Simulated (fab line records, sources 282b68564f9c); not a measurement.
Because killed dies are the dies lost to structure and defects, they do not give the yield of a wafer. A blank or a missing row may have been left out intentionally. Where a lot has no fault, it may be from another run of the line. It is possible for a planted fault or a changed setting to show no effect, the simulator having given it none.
fab line records || flow rit-cmos
record {"lots": 6, "wafers": 18, "last-day": 8}
route steps=202 shown SPACER@130 NSD@131 PSD@142 M1@202
lots that met no fault: taken from a fault-free run of the same line
start-h: hours from the record's opening day to when the first of the lot's shown wafers began || wait-h: hours elapsed since this lot's preceding step || " the same as in the row above || L1.1+2: several wafers, shown together as one row || - no value, or no start was given || * or withheld: withheld || < > ~ a bound
route shown NAME@n: a module of which the file shows steps, and the number in the route of the first || usual: mean and standard deviation over wafers with no fault || same: alike in all rows || chamber/n: place in a boat || sites: per-site readings || _std_site: the standard deviation of these || _edge_site: mean of outer sites minus mean of inner sites || radius-mm: for every site, how far away it sits from the centre of the wafer || mask NAME#n: copy n || behind: the most recent tool/chamber to have shaped the wafer || hold: why the lot went on hold/how many hours it stayed there/how the hold came to an end || device: transistor that didn't switch, given as n, p or np || end of line: the same wafers' tests at the end of the route || step lacking rows: just its recipe || killed: dies that structure and defects cost at the first sort, which is not the same as the wafer's yield || map: per-die view of a wafer (x killed, . not killed, _ where there is no die)
set.NAME: the setting as run; set.NAME@STEP: as run at that earlier step || model.NAME: the simulator's own value behind a step, which no gauge read
lots at selected steps of the route; one table per step, one row per wafer
services: from which hour (start-h, from the record's first day; less than 0 if before it) a tool's chamber was out of use, for how many hours, and why
## steps
# step RIT_SPACER_ETCHBACK_05
# recipe {"target-depth-a": 2500, "SF6_flow_sccm": 30, "CHF3_flow_sccm": 30, "target": "Si3N4", "chemistry": "SF6/CHF3", "pressure-mtorr": 40, "rf-w": 250, "time-s": 240, "stop-on": "SiO2"}
# usual {"SF6_flow_sccm": "29.99/0.079", "drypump-motor-current-A": "5.8/0.66", "oes-product-au": "0.843/0.016", "throttle-valve-pct": "10.14/0.13"}
{"lot.wafer": "L336.1", "tool": "rie-diel-02", "chamber": 0, "start-h": 75.71, "wait-h": 0.1, "SF6_flow_sccm": 30.00, "drypump-motor-current-A": 6.1, "oes-product-au": 0.841, "rf-hours-counter-h": 6, "throttle-valve-pct": 10.24}
{"lot.wafer": "L336.2", "tool": "rie-diel-02", "chamber": 2, "start-h": 75.71, "wait-h": 0.1, "SF6_flow_sccm": 29.92, "drypump-motor-current-A": 6.6, "oes-product-au": 0.863, "rf-hours-counter-h": 6, "throttle-valve-pct": 10.04}
{"lot.wafer": "L336.3", "tool": "rie-diel-02", "chamber": 1, "start-h": 75.71, "wait-h": 0.1, "SF6_flow_sccm": 29.90, "drypump-motor-current-A": 6.7, "oes-product-au": 0.863, "rf-hours-counter-h": 33, "throttle-valve-pct": 10.20}
{"lot.wafer": "L340.1", "tool": "rie-diel-01", "chamber": 3, "start-h": 97.34, "wait-h": 0.1, "SF6_flow_sccm": 29.96, "drypump-motor-current-A": 6.5, "oes-product-au": 0.846, "rf-hours-counter-h": 147, "throttle-valve-pct": 10.21}
{"lot.wafer": "L340.2", "tool": "rie-diel-01", "chamber": 1, "start-h": 97.34, "wait-h": 0.1, "SF6_flow_sccm": 30.05, "drypump-motor-current-A": 5.9, "oes-product-au": 0.851, "rf-hours-counter-h": 40, "throttle-valve-pct": 10.16}
{"lot.wafer": "L340.5", "tool": "rie-diel-01", "chamber": 3, "start-h": 97.34, "wait-h": 0.1, "SF6_flow_sccm": 30.08, "drypump-motor-current-A": 6.5, "oes-product-au": 0.855, "rf-hours-counter-h": "-", "throttle-valve-pct": 10.22}
{"lot.wafer": "L347.4", "tool": "rie-diel-02", "chamber": 3, "start-h": 131.21, "wait-h": 0.0, "SF6_flow_sccm": 29.88, "drypump-motor-current-A": 4.8, "oes-product-au": 0.846, "rf-hours-counter-h": 1, "throttle-valve-pct": 10.01}
{"lot.wafer": "L347.5", "tool": "rie-diel-02", "chamber": 3, "start-h": 131.21, "wait-h": 0.0, "SF6_flow_sccm": 29.87, "drypump-motor-current-A": 4.8, "oes-product-au": 0.833, "rf-hours-counter-h": "-", "throttle-valve-pct": 10.01}
{"lot.wafer": "L347.6", "tool": "rie-diel-02", "chamber": 2, "start-h": 131.21, "wait-h": 0.0, "SF6_flow_sccm": 30.05, "drypump-motor-current-A": 6.7, "oes-product-au": 0.850, "rf-hours-counter-h": "-", "throttle-valve-pct": 10.02}
{"lot.wafer": "L348.2", "tool": "rie-diel-01", "chamber": 0, "start-h": 134.94, "wait-h": 0.0, "SF6_flow_sccm": 29.91, "drypump-motor-current-A": 5.9, "oes-product-au": 0.856, "rf-hours-counter-h": 0, "throttle-valve-pct": 9.96}
{"lot.wafer": "L348.5", "tool": "rie-diel-01", "chamber": 2, "start-h": 134.94, "wait-h": 0.0, "SF6_flow_sccm": 29.96, "drypump-motor-current-A": 4.6, "oes-product-au": 0.832, "rf-hours-counter-h": "-", "throttle-valve-pct": 10.14}
{"lot.wafer": "L348.6", "tool": "rie-diel-01", "chamber": 3, "start-h": 134.94, "wait-h": 0.0, "SF6_flow_sccm": 30.01, "drypump-motor-current-A": 6.5, "oes-product-au": 0.850, "rf-hours-counter-h": "-", "throttle-valve-pct": 10.22}
{"lot.wafer": "L352.2", "tool": "rie-diel-02", "chamber": 1, "start-h": 156.21, "wait-h": 0.0, "SF6_flow_sccm": 29.91, "drypump-motor-current-A": 6.7, "oes-product-au": 0.848, "rf-hours-counter-h": 34, "throttle-valve-pct": 10.19}
{"lot.wafer": "L352.3", "tool": "rie-diel-02", "chamber": 0, "start-h": 156.21, "wait-h": 0.0, "SF6_flow_sccm": 30.10, "drypump-motor-current-A": 6.1, "oes-product-au": 0.845, "rf-hours-counter-h": 7, "throttle-valve-pct": 10.26}
{"lot.wafer": "L352.4", "tool": "rie-diel-02", "chamber": 2, "start-h": 156.21, "wait-h": 0.0, "SF6_flow_sccm": 30.00, "drypump-motor-current-A": 6.7, "oes-product-au": 0.855, "rf-hours-counter-h": 7, "throttle-valve-pct": 10.03}
{"lot.wafer": "L353.2", "tool": "rie-diel-01", "chamber": 1, "start-h": 171.42, "wait-h": 0.0, "SF6_flow_sccm": 29.96, "drypump-motor-current-A": 5.9, "oes-product-au": 0.833, "rf-hours-counter-h": 42, "throttle-valve-pct": 10.17}
{"lot.wafer": "L353.4", "tool": "rie-diel-01", "chamber": 2, "start-h": 171.42, "wait-h": 0.0, "SF6_flow_sccm": 30.07, "drypump-motor-current-A": 4.7, "oes-product-au": 0.813, "rf-hours-counter-h": "-", "throttle-valve-pct": 10.12}
{"lot.wafer": "L353.5", "tool": "rie-diel-01", "chamber": 0, "start-h": 171.42, "wait-h": 0.0, "SF6_flow_sccm": 30.01, "drypump-motor-current-A": 6.0, "oes-product-au": 0.865, "rf-hours-counter-h": "-", "throttle-valve-pct": 9.99}
# step RIT_NSD_HMDS_00
# recipe {"prime-time-s": 60, "prime-temp-c": 140}
# step RIT_NSD_COAT_01
# recipe {"resist": "NOVOLAK", "spin-rpm": 3250, "resist-thk-nm": 1000}
# step RIT_NSD_SOFTBAKE_02
# recipe {"resist": "NOVOLAK", "temp-c": 90, "time-s": 60}
# step RIT_NSD_EXPOSE_03
# recipe {"mask-id": "M9", "na": 0.57, "target-cd-nm": 40700, "dose-mj": 250}
# step RIT_NSD_PEB_04
# recipe {"resist": "NOVOLAK", "temp-c": "withheld", "time-s": "withheld"}
# step RIT_NSD_DEVELOP_05
# recipe {"resist": "NOVOLAK", "develop-time-s": 50, "dev-temp-c": 23}
# step RIT_NSD_OVL_MEAS_06
# usual {"NSD_OVL": "-0.5/1.9"}
{"lot.wafer": "L336.1", "tool": "overlay-02", "chamber": "-", "start-h": 76.83, "wait-h": "-", "NSD_OVL[nm]": 0.7}
{"lot.wafer": "L336.2", "tool": "overlay-02", "chamber": "-", "start-h": 76.83, "wait-h": "-", "NSD_OVL[nm]": 1.4}
{"lot.wafer": "L336.3", "tool": "overlay-02", "chamber": "-", "start-h": 76.83, "wait-h": "-", "NSD_OVL[nm]": -0.4}
{"lot.wafer": "L340.1", "tool": "overlay-01", "chamber": "-", "start-h": 98.34, "wait-h": "-", "NSD_OVL[nm]": -2.0}
{"lot.wafer": "L340.2", "tool": "overlay-01", "chamber": "-", "start-h": 98.34, "wait-h": "-", "NSD_OVL[nm]": -5.2}
{"lot.wafer": "L340.5", "tool": "overlay-01", "chamber": "-", "start-h": 98.34, "wait-h": "-", "NSD_OVL[nm]": -2.8}
{"lot.wafer": "L347.4", "tool": "overlay-01", "chamber": "-", "start-h": 132.35, "wait-h": "-", "NSD_OVL[nm]": 0.4}
{"lot.wafer": "L347.5", "tool": "overlay-01", "chamber": "-", "start-h": 132.35, "wait-h": "-", "NSD_OVL[nm]": 0.6}
{"lot.wafer": "L347.6", "tool": "overlay-01", "chamber": "-", "start-h": 132.35, "wait-h": "-", "NSD_OVL[nm]": 2.7}
{"lot.wafer": "L348.2", "tool": "overlay-02", "chamber": "-", "start-h": 135.95, "wait-h": "-", "NSD_OVL[nm]": -0.5}
{"lot.wafer": "L348.5", "tool": "overlay-02", "chamber": "-", "start-h": 135.95, "wait-h": "-", "NSD_OVL[nm]": -1.1}
{"lot.wafer": "L348.6", "tool": "overlay-02", "chamber": "-", "start-h": 135.95, "wait-h": "-", "NSD_OVL[nm]": 0.0}
{"lot.wafer": "L352.2", "tool": "overlay-02", "chamber": "-", "start-h": 157.22, "wait-h": "-", "NSD_OVL[nm]": -4.6}
{"lot.wafer": "L352.3", "tool": "overlay-02", "chamber": "-", "start-h": 157.22, "wait-h": "-", "NSD_OVL[nm]": -3.2}
{"lot.wafer": "L352.4", "tool": "overlay-02", "chamber": "-", "start-h": 157.22, "wait-h": "-", "NSD_OVL[nm]": -2.6}
{"lot.wafer": "L353.2", "tool": "overlay-01", "chamber": "-", "start-h": 172.43, "wait-h": "-", "NSD_OVL[nm]": 0.9}
{"lot.wafer": "L353.4", "tool": "overlay-01", "chamber": "-", "start-h": 172.43, "wait-h": "-", "NSD_OVL[nm]": 1.2}
{"lot.wafer": "L353.5", "tool": "overlay-01", "chamber": "-", "start-h": 172.43, "wait-h": "-", "NSD_OVL[nm]": 0.7}
# step RIT_NSD_HARDBAKE_07
# recipe {"resist": "NOVOLAK", "temp-c": 140, "time-s": 60}
# step RIT_NSD_IMPLANT_08
# recipe {"species": "P", "energy-kev": 25, "dose-cm2": 1e+15, "tilt-deg": 7}
# step RIT_NSD_STRIP_09
# recipe {"chemistry": "O2", "time-s": 180, "resist": "NOVOLAK", "platen-temp-c": "withheld", "power-w": 500, "pressure-mtorr": 4000, "o2-flow-sccm": 4000}
# usual {"drypump-motor-current-A": "5.7/0.37"}
{"lot.wafer": "L336.1", "tool": "plasma-asher-04", "chamber": 1, "start-h": 77.17, "wait-h": 0.1, "drypump-motor-current-A": 5.1, "rf-hours-counter-h": 45}
{"lot.wafer": "L336.2", "tool": "plasma-asher-04", "chamber": 0, "start-h": 77.17, "wait-h": 0.1, "drypump-motor-current-A": 5.7, "rf-hours-counter-h": 45}
{"lot.wafer": "L336.3", "tool": "plasma-asher-04", "chamber": 1, "start-h": 77.17, "wait-h": 0.1, "drypump-motor-current-A": 5.1, "rf-hours-counter-h": "-"}
{"lot.wafer": "L340.1", "tool": "plasma-asher-01", "chamber": 0, "start-h": 98.68, "wait-h": 0.1, "drypump-motor-current-A": 5.6, "rf-hours-counter-h": 26}
{"lot.wafer": "L340.2", "tool": "plasma-asher-01", "chamber": 1, "start-h": 98.68, "wait-h": 0.1, "drypump-motor-current-A": 6.1, "rf-hours-counter-h": 26}
{"lot.wafer": "L340.5", "tool": "plasma-asher-01", "chamber": 0, "start-h": 98.68, "wait-h": 0.1, "drypump-motor-current-A": 5.6, "rf-hours-counter-h": "-"}
{"lot.wafer": "L347.4", "tool": "plasma-asher-04", "chamber": 1, "start-h": 132.73, "wait-h": 0.1, "drypump-motor-current-A": 5.1, "rf-hours-counter-h": "-"}
{"lot.wafer": "L347.5", "tool": "plasma-asher-04", "chamber": 1, "start-h": 132.73, "wait-h": 0.1, "drypump-motor-current-A": 5.1, "rf-hours-counter-h": "-"}
{"lot.wafer": "L347.6", "tool": "plasma-asher-04", "chamber": 0, "start-h": 132.73, "wait-h": 0.1, "drypump-motor-current-A": 5.8, "rf-hours-counter-h": "-"}
{"lot.wafer": "L348.2", "tool": "plasma-asher-04", "chamber": 1, "start-h": 136.28, "wait-h": 0.1, "drypump-motor-current-A": 5.1, "rf-hours-counter-h": 2}
{"lot.wafer": "L348.5", "tool": "plasma-asher-04", "chamber": 0, "start-h": 136.28, "wait-h": 0.1, "drypump-motor-current-A": 5.7, "rf-hours-counter-h": "-"}
{"lot.wafer": "L348.6", "tool": "plasma-asher-04", "chamber": 1, "start-h": 136.28, "wait-h": 0.1, "drypump-motor-current-A": 5.1, "rf-hours-counter-h": "-"}
{"lot.wafer": "L352.2", "tool": "plasma-asher-04", "chamber": 0, "start-h": 157.55, "wait-h": 0.1, "drypump-motor-current-A": 5.7, "rf-hours-counter-h": 4}
{"lot.wafer": "L352.3", "tool": "plasma-asher-04", "chamber": 0, "start-h": 157.55, "wait-h": 0.1, "drypump-motor-current-A": 5.8, "rf-hours-counter-h": "-"}
{"lot.wafer": "L352.4", "tool": "plasma-asher-04", "chamber": 1, "start-h": 157.55, "wait-h": 0.1, "drypump-motor-current-A": 5.1, "rf-hours-counter-h": "-"}
{"lot.wafer": "L353.2", "tool": "plasma-asher-01", "chamber": 1, "start-h": 172.76, "wait-h": 0.1, "drypump-motor-current-A": 6.1, "rf-hours-counter-h": 33}
{"lot.wafer": "L353.4", "tool": "plasma-asher-01", "chamber": 1, "start-h": 172.76, "wait-h": 0.1, "drypump-motor-current-A": 6.1, "rf-hours-counter-h": "-"}
{"lot.wafer": "L353.5", "tool": "plasma-asher-01", "chamber": 0, "start-h": 172.76, "wait-h": 0.1, "drypump-motor-current-A": 5.6, "rf-hours-counter-h": "-"}
# step RIT_NSD_TW_MEAS_10
# usual {"NSD_TW": "3129/21"}
{"lot.wafer": "L336.1", "tool": "film-metro-01", "chamber": "-", "start-h": 77.34, "wait-h": 0.1, "NSD_TW": 3133}
{"lot.wafer": "L336.2", "tool": "film-metro-01", "chamber": "-", "start-h": 77.34, "wait-h": 0.1, "NSD_TW": 3123}
{"lot.wafer": "L336.3", "tool": "film-metro-01", "chamber": "-", "start-h": 77.34, "wait-h": 0.1, "NSD_TW": 3112}
{"lot.wafer": "L340.1", "tool": "film-metro-04", "chamber": "-", "start-h": 98.85, "wait-h": 0.1, "NSD_TW": 3144}
{"lot.wafer": "L340.2", "tool": "film-metro-04", "chamber": "-", "start-h": 98.85, "wait-h": 0.1, "NSD_TW": 3139}
{"lot.wafer": "L340.5", "tool": "film-metro-04", "chamber": "-", "start-h": 98.85, "wait-h": 0.1, "NSD_TW": 3155}
{"lot.wafer": "L347.4", "tool": "film-metro-03", "chamber": "-", "start-h": 132.87, "wait-h": 0.1, "NSD_TW": 3154}
{"lot.wafer": "L347.5", "tool": "film-metro-03", "chamber": "-", "start-h": 132.87, "wait-h": 0.1, "NSD_TW": 3133}
{"lot.wafer": "L347.6", "tool": "film-metro-03", "chamber": "-", "start-h": 132.87, "wait-h": 0.1, "NSD_TW": 3153}
{"lot.wafer": "L348.2", "tool": "film-metro-01", "chamber": "-", "start-h": 136.46, "wait-h": 0.1, "NSD_TW": 3104}
{"lot.wafer": "L348.5", "tool": "film-metro-01", "chamber": "-", "start-h": 136.46, "wait-h": 0.1, "NSD_TW": 3116}
{"lot.wafer": "L348.6", "tool": "film-metro-01", "chamber": "-", "start-h": 136.46, "wait-h": 0.1, "NSD_TW": 3126}
{"lot.wafer": "L352.2", "tool": "film-metro-03", "chamber": "-", "start-h": 157.74, "wait-h": 0.1, "NSD_TW": 3118}
{"lot.wafer": "L352.3", "tool": "film-metro-03", "chamber": "-", "start-h": 157.74, "wait-h": 0.1, "NSD_TW": 3123}
{"lot.wafer": "L352.4", "tool": "film-metro-03", "chamber": "-", "start-h": 157.74, "wait-h": 0.1, "NSD_TW": 3110}
{"lot.wafer": "L353.2", "tool": "film-metro-03", "chamber": "-", "start-h": 172.94, "wait-h": 0.1, "NSD_TW": 3093}
{"lot.wafer": "L353.4", "tool": "film-metro-03", "chamber": "-", "start-h": 172.94, "wait-h": 0.1, "NSD_TW": 3088}
{"lot.wafer": "L353.5", "tool": "film-metro-03", "chamber": "-", "start-h": 172.94, "wait-h": 0.1, "NSD_TW": 3096}
# step RIT_PSD_HMDS_00
# recipe {"prime-time-s": 60, "prime-temp-c": 140}
# usual {"prime-temp-c": "140.00/0.15"}
# same {"prime-time-s": 60}
{"lot.wafer": "L336.1", "tool": "litho-track-04", "chamber": 0, "start-h": 77.40, "wait-h": 0.1, "prime-temp-c": 140.02}
{"lot.wafer": "L336.2", "tool": "litho-track-04", "chamber": 0, "start-h": 77.40, "wait-h": 0.1, "prime-temp-c": 140.02}
{"lot.wafer": "L336.3", "tool": "litho-track-04", "chamber": 0, "start-h": 77.40, "wait-h": 0.1, "prime-temp-c": 139.87}
{"lot.wafer": "L340.1", "tool": "litho-track-03", "chamber": 0, "start-h": 98.91, "wait-h": 0.1, "prime-temp-c": 139.86}
{"lot.wafer": "L340.2", "tool": "litho-track-03", "chamber": 0, "start-h": 98.91, "wait-h": 0.1, "prime-temp-c": 140.04}
{"lot.wafer": "L340.5", "tool": "litho-track-03", "chamber": 0, "start-h": 98.91, "wait-h": 0.1, "prime-temp-c": 140.24}
{"lot.wafer": "L347.4", "tool": "litho-track-03", "chamber": 0, "start-h": 132.98, "wait-h": 0.1, "prime-temp-c": 138.08}
{"lot.wafer": "L347.5", "tool": "litho-track-03", "chamber": 0, "start-h": 132.98, "wait-h": 0.1, "prime-temp-c": 138.02}
{"lot.wafer": "L347.6", "tool": "litho-track-03", "chamber": 0, "start-h": 132.98, "wait-h": 0.1, "prime-temp-c": 138.11}
{"lot.wafer": "L348.2", "tool": "litho-track-03", "chamber": 0, "start-h": 136.54, "wait-h": 0.1, "prime-temp-c": 138.13}
{"lot.wafer": "L348.5", "tool": "litho-track-03", "chamber": 0, "start-h": 136.54, "wait-h": 0.1, "prime-temp-c": 138.20}
{"lot.wafer": "L348.6", "tool": "litho-track-03", "chamber": 0, "start-h": 136.54, "wait-h": 0.1, "prime-temp-c": 138.14}
{"lot.wafer": "L352.2", "tool": "litho-track-02", "chamber": 0, "start-h": 157.81, "wait-h": 0.1, "prime-temp-c": 140.10}
{"lot.wafer": "L352.3", "tool": "litho-track-02", "chamber": 0, "start-h": 157.81, "wait-h": 0.1, "prime-temp-c": 140.12}
{"lot.wafer": "L352.4", "tool": "litho-track-02", "chamber": 0, "start-h": 157.81, "wait-h": 0.1, "prime-temp-c": 139.93}
{"lot.wafer": "L353.2", "tool": "litho-track-02", "chamber": 0, "start-h": 173.02, "wait-h": 0.1, "prime-temp-c": 140.02}
{"lot.wafer": "L353.4", "tool": "litho-track-02", "chamber": 0, "start-h": 173.02, "wait-h": 0.1, "prime-temp-c": 140.00}
{"lot.wafer": "L353.5", "tool": "litho-track-02", "chamber": 0, "start-h": 173.02, "wait-h": 0.1, "prime-temp-c": 139.94}
# step RIT_PSD_COAT_01
# recipe {"resist": "NOVOLAK", "spin-rpm": 3250, "resist-thk-nm": 1000}
# step RIT_M1_PROBE_99
# usual {"killed-at-contacts": "0.1/0.23", "killed-at-front-end": "7/3", "killed-dies": "7/3", "killed-open": "3.3/1.8", "killed-short": "3.3/2.2"}
# same {"gross-dies": 264, "killed_at_M0_to_M3": 0, "killed_at_M4_up": 0, "killed-at-back-side": 0, "killed-at-other": 0}
{"lot.wafer": "L336.1", "tool": "prober-02", "chamber": "-", "start-h": 86.62, "wait-h": 0.1, "killed-at-contacts": 0, "killed-at-front-end": 8, "killed-dies": 8, "killed-open": 6, "killed-short": 2}
{"lot.wafer": "L336.2", "tool": "prober-02", "chamber": "-", "start-h": 86.67, "wait-h": 0.1, "killed-at-contacts": 0, "killed-at-front-end": 9, "killed-dies": 9, "killed-open": 5, "killed-short": 4}
{"lot.wafer": "L336.3", "tool": "prober-02", "chamber": "-", "start-h": 86.72, "wait-h": 0.2, "killed-at-contacts": 0, "killed-at-front-end": 11, "killed-dies": 11, "killed-open": 3, "killed-short": 8}
{"lot.wafer": "L347.4", "tool": "prober-02", "chamber": "-", "start-h": 142.30, "wait-h": 0.2, "killed-at-contacts": 0, "killed-at-front-end": 7, "killed-dies": 7, "killed-open": 6, "killed-short": 1}
{"lot.wafer": "L347.5", "tool": "prober-02", "chamber": "-", "start-h": 142.35, "wait-h": 0.2, "killed-at-contacts": 1, "killed-at-front-end": 14, "killed-dies": 15, "killed-open": 4, "killed-short": 11}
{"lot.wafer": "L347.6", "tool": "prober-02", "chamber": "-", "start-h": 142.40, "wait-h": 0.2, "killed-at-contacts": 0, "killed-at-front-end": 10, "killed-dies": 10, "killed-open": 8, "killed-short": 2}
{"lot.wafer": "L348.2", "tool": "prober-01", "chamber": "-", "start-h": 145.79, "wait-h": 0.1, "killed-at-contacts": 0, "killed-at-front-end": 2, "killed-dies": 2, "killed-open": 1, "killed-short": 1}
{"lot.wafer": "L348.5", "tool": "prober-01", "chamber": "-", "start-h": 145.94, "wait-h": 0.2, "killed-at-contacts": 0, "killed-at-front-end": 2, "killed-dies": 2, "killed-open": 2, "killed-short": 0}
{"lot.wafer": "L348.6", "tool": "prober-01", "chamber": "-", "start-h": 145.99, "wait-h": 0.2, "killed-at-contacts": 1, "killed-at-front-end": 9, "killed-dies": 10, "killed-open": 6, "killed-short": 4}
{"lot.wafer": "L353.2", "tool": "prober-01", "chamber": "-", "start-h": 182.95, "wait-h": 0.1, "killed-at-contacts": 0, "killed-at-front-end": 16, "killed-dies": 16, "killed-open": 5, "killed-short": 11}
{"lot.wafer": "L353.4", "tool": "prober-01", "chamber": "-", "start-h": 183.05, "wait-h": 0.2, "killed-at-contacts": 0, "killed-at-front-end": 5, "killed-dies": 5, "killed-open": 2, "killed-short": 3}
{"lot.wafer": "L353.5", "tool": "prober-01", "chamber": "-", "start-h": 183.10, "wait-h": 0.2, "killed-at-contacts": 0, "killed-at-front-end": 11, "killed-dies": 11, "killed-open": 6, "killed-short": 5}
# killed by level:class
L336.1 SPACER:geometric-particle:open=3 GATE:geometric-particle:open=2 SPACER:geometric-particle:short=2 SILICIDE:geometric-particle:open=1
L336.2 FOX2:geometric-particle:open=3 FOX2:geometric-particle:short=2 GATE:geometric-particle:open=1 GATE:geometric-particle:short=1 REOX:geometric-particle:short=1 SILICIDE:geometric-particle:open=1
L336.3 GATE:geometric-particle:short=4 REOX:geometric-particle:open=2 SILICIDE:geometric-particle:short=2 FOX2:geometric-particle:short=1 GATE:geometric-particle:open=1 REOX:geometric-particle:short=1
L347.4 FOX1:geometric-particle:open=2 GATE:geometric-particle:open=2 GATE:geometric-particle:short=1 REOX:geometric-particle:open=1 SPACER:geometric-particle:open=1
L347.5 FOX1:geometric-particle:short=3 FOX2:geometric-particle:short=2 SPACER:geometric-particle:open=2 SILICIDE:geometric-particle:short=2 FOX1:geometric-particle:open=1 GATE:geometric-particle:short=1 REOX:geometric-particle:open=1 REOX:geometric-particle:short=1
L347.6 FOX1:geometric-particle:open=4 FOX1:geometric-particle:short=1 FOX2:geometric-particle:short=1 GATE:geometric-particle:open=1 REOX:geometric-particle:open=1 SPACER:geometric-particle:open=1 SILICIDE:geometric-particle:open=1
L348.2 FOX1:geometric-particle:short=1 GATE:geometric-particle:open=1
L348.5 FOX1:geometric-particle:open=1 GATE:geometric-particle:open=1
L348.6 FOX1:geometric-particle:short=2 GATE:geometric-particle:open=2 SILICIDE:geometric-particle:open=2 FOX2:geometric-particle:open=1 GATE:geometric-particle:short=1 SILICIDE:geometric-particle:short=1 CONTACT:geometric-particle:open=1
L353.2 SILICIDE:geometric-particle:short=3 SPACER:geometric-particle:short=3 FOX1:geometric-particle:open=2 GATE:geometric-particle:open=2 GATE:geometric-particle:short=2 REOX:geometric-particle:short=2 FOX2:geometric-particle:short=1 SILICIDE:geometric-particle:open=1
L353.4 FOX1:geometric-particle:open=1 FOX1:geometric-particle:short=1 FOX2:geometric-particle:short=1 REOX:geometric-particle:open=1 SPACER:geometric-particle:short=1
L353.5 SILICIDE:geometric-particle:open=3 SILICIDE:geometric-particle:short=3 SPACER:geometric-particle:short=2 FOX2:geometric-particle:open=1 GATE:geometric-particle:open=1 SPACER:geometric-particle:open=1
## services
{"tool": "rie-diel-02", "chamber": 3, "start-h": 68.64, "hours": "-", "kind": "clean"}
{"tool": "rie-diel-02", "chamber": 3, "start-h": 68.64, "hours": 20.6, "kind": "scheduled-down"}
{"tool": "rie-diel-02", "chamber": 3, "start-h": 68.64, "hours": 20.6, "kind": "vent-cycle"}
{"tool": "rie-diel-01", "chamber": 0, "start-h": 87.76, "hours": 5.4, "kind": "repair"}
{"tool": "rie-diel-01", "chamber": 0, "start-h": 93.16, "hours": "-", "kind": "clean"}
{"tool": "rie-diel-01", "chamber": 0, "start-h": 93.16, "hours": 12.9, "kind": "scheduled-down"}
{"tool": "rie-diel-01", "chamber": 0, "start-h": 93.16, "hours": 12.9, "kind": "vent-cycle"}
{"tool": "plasma-asher-04", "chamber": "-", "start-h": 108.75, "hours": 9.0, "kind": "pm"}
{"tool": "plasma-asher-04", "chamber": 0, "start-h": 108.75, "hours": 9.0, "kind": "vent-cycle"}
{"tool": "plasma-asher-04", "chamber": 1, "start-h": 108.75, "hours": 9.0, "kind": "vent-cycle"}
{"tool": "plasma-asher-04", "chamber": 0, "start-h": 117.75, "hours": "-", "kind": "clean"}
{"tool": "plasma-asher-04", "chamber": 1, "start-h": 117.75, "hours": "-", "kind": "clean"}
{"tool": "rie-diel-02", "chamber": 0, "start-h": 119.41, "hours": 8.8, "kind": "repair"}
{"tool": "rie-diel-01", "chamber": 3, "start-h": 159.62, "hours": "-", "kind": "clean"}
{"tool": "rie-diel-01", "chamber": 3, "start-h": 159.62, "hours": 24.0, "kind": "scheduled-down"}
{"tool": "rie-diel-01", "chamber": 3, "start-h": 159.62, "hours": 24.0, "kind": "vent-cycle"}
{"tool": "rie-diel-02", "chamber": "-", "start-h": 161.60, "hours": 14.6, "kind": "pm"}
## key
first-sign {"step": "RIT_PSD_HMDS_00", "reading": "prime-temp-c", "direction": "down", "sigmas": 12, "usual": "*", "struck": "*"}
effect none on later readings
met-at RIT_PSD_HMDS_00
struck-wafers L347.4,L347.5,L347.6,L348.2,L348.5,L348.6
tester-left-out L347,L348
onset-between 98.91 132.98
fault {"kind": "process-parameter-drift", "tool": "litho-track-03", "chamber": "-", "onset-h": 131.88, "steps": "RIT_PSD_HMDS_00", "channel": "prime-temp-c", "offset": "*", "shape": "step", "end-h": 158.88, "acts-in": "*", "stated": "*"}
# tester-left-out: of these lots the tester's yield and bins aren't shown, on N5 and GAA mostly nor the transistor test; their killed dies are dies lost to structure and defects alone, not to doping, threshold or leakage, so they don't give the yield
